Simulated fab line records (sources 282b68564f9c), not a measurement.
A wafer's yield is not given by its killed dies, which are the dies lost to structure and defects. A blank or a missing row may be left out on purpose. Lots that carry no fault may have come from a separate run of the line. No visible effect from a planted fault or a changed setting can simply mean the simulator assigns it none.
One fault seen from 2 desks    flow ritCmos    what lay behind the numbers comes last; until then each desk has only its own

THE METROLOGY DESK
Means of the sampled wafers that have a number, per lot and without regard to the tool the lot ran on: this is what the gauges read. If a lot's mean is further than 4 standard deviations from the usual mean, the lot is out of limits and carries the mark OUT (the distance appears in the brackets).
Columns: A = PSD_TW at RIT_PSD_TW_MEAS_10, usual 3427; B = PSD_RS at RIT_SDANNEAL_RS_MEAS_04, usual 115.9 ohm/sq; C = NSD_RS at RIT_SDANNEAL_RS_MEAS_05, usual 84.6 ohm/sq; D = PLDD_RS at RIT_SDANNEAL_RS_MEAS_06, usual 178.7 ohm/sq; E = NLDD_RS at RIT_SDANNEAL_RS_MEAS_07, usual 150.3 ohm/sq
lot   first seen here  A     B      C     D      E
L469  day 3 04:01      3444  116.5  84.3  179.5  150.7
L477  day 4 16:15      3436  115.7  84.2  177.9  150.0
L484  day 6 05:23      3438  115.8  84.6  179.2  151.1
L485  day 6 10:12      3401  116.1  85.0  178.7  150.7
L486  day 6 14:56      3439  116.5  84.7  179.2  149.7
L491  day 7 14:20      3450  116.1  84.7  178.8  150.2
Result from this desk: across the 6 lots, nothing is out of limits.

THE TOOL OWNER'S DESK: wetBench-03
The tool's own readings at RIT_SILICIDE_WET_ETCH_00 (etches SiO2 in BOE, target depth 14 nm, time 14.28 s): means of the sampled wafers that have a number, for each lot that ran on this tool. If a lot's mean is further than 4 standard deviations from the usual mean, the lot is out of limits and carries the mark OUT (the distance appears in the brackets).
Columns: A = bathHeatDutyPct at RIT_SILICIDE_WET_ETCH_00, usual 1.7 %; B = tempC at RIT_SILICIDE_WET_ETCH_00, usual 21.49 C
lot   first seen here  A    B
L477  day 4 17:12      2.1  21.42
L491  day 7 15:17      1.6  21.52
Result from this desk: across the 2 lots, nothing is out of limits.

BROUGHT TOGETHER
At the metrology desk, nothing out of limits was observed.
The desk of the tool owner found nothing out of limits.

WHAT THE SIMULATOR PUT IN
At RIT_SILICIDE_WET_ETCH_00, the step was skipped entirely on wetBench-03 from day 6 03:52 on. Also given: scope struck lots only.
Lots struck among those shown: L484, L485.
